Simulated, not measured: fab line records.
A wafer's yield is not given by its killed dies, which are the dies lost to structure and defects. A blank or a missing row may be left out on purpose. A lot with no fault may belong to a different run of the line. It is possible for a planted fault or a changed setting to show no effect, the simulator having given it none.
Struck lot and sound lot, side by side / flow ritCmos / 15 out of 202 route steps
Sound: wafers L170.2, L170.3, L170.6. Struck: wafers L181.2, L181.3, L181.6. Last of all comes the cause.
For every step that has rows: the tool of each side, followed by ch and its chambers, followed by its first start. Under that, the readings that differ: sound wafers / struck wafers / difference of the means / sigmas: that difference in standard deviations of wafers without a fault.
alike: a reading whose means differ by less than 2 such deviations, as well as words and numbers matching on both sides. not compared: withheld readings; readings where some wafer has no value; bounds like >300 that might hide an equal value; numbers whose values overlap and for which the record gives no deviation.
A row with sigmas, a row that says differs or no value, or rows on one side alone: a step with any of these is where the two part. Non-overlapping numbers with no deviation appear without sigmas and do not part them. A reading missing from all wafers of one side parts the sides only when that side holds two or more wafers.

RIT_M1_RS_MEAS_01: uses a four-point probe to measure.
  struck on filmMetro-02, day 6 12:53; sound on filmMetro-01, day 4 05:24
  alike: M1_AL_RS
RIT_M1_THK_MEAS_02: measures by xrf.
  struck on filmMetro-02, day 6 12:59; sound on filmMetro-01, day 4 05:31
  alike: M1_AL_THK
then, 6 steps without rows for these wafers: RIT_M1_HMDS_03 (prime time 60 s); RIT_M1_COAT_04 (resist thk 1300 nm); RIT_M1_SOFTBAKE_05 (time 60 s); RIT_M1_EXPOSE_06 (exposes mask M12, target cd 2600 nm); RIT_M1_PEB_07; RIT_M1_DEVELOP_08 (develop time 68 s).
RIT_M1_CD_MEAS_09: the cd target is 2600 nm.
  struck on cdSem-02, day 6 14:02; sound on cdSem-01, day 4 06:28
  alike: cdNm
RIT_M1_OVL_MEAS_10:
  struck on overlay-01, day 6 14:08; sound on overlay-02, day 4 06:34
  alike: M1_OVL
then, 1 step without rows for these wafers: RIT_M1_HARDBAKE_11 (time 120 s).
RIT_M1_METAL_ETCH_12: etches Al in Cl2/BCl3, stops on SiO2, time 165 s, target depth 600 nm.
  sound on rieMetal-04 ch 0, day 4 06:59; struck on rieMetal-01 ch 0,1, day 6 14:25
reading=throttleValvePct (%); sound=8.41 8.38 8.37; struck=8.24 8.28 8.28; difference=-0.12; sigmas=-2
  alike: drypumpMotorCurrentA, oesProductAu
  not compared: rfHoursCounterH
RIT_M1_STRIP_13: strips in nmp, time 600 s.
  sound on wetBench-04 ch 2, day 4 07:08; struck on wetBench-02 ch 3, day 6 14:35
reading=runLengthS (s); sound=626 626 626; struck=772 772 772; difference=+146; sigmas=+49
RIT_M1_STRIP_14: strips in O2, time 180 s.
  sound on plasmaAsher-02 ch 0, day 4 07:19; struck on plasmaAsher-03 ch 0,1, day 6 14:46
  alike: drypumpMotorCurrentA, runLengthS
  not compared: rfHoursCounterH
RIT_M1_PROBE_99:
  struck on prober-02, day 6 16:43; sound on prober-01, day 4 09:17
reading=sort_bin_6_memory (%); sound=1.1 1.1 1.5; struck=2.3 3.8 2.7; difference=+1.7; sigmas=+2
  alike: defectLimitedYield, killedAtContacts, killedAtFrontEnd, killedDies, killedOpen, killedShort, sort_bin_3_pad_short, sort_bin_5_function, sortNPass, sortYieldPct

== WHERE THEY PART ==
First at RIT_M1_METAL_ETCH_12; last, within this record, at RIT_M1_PROBE_99.

WHY: what the simulator had put in
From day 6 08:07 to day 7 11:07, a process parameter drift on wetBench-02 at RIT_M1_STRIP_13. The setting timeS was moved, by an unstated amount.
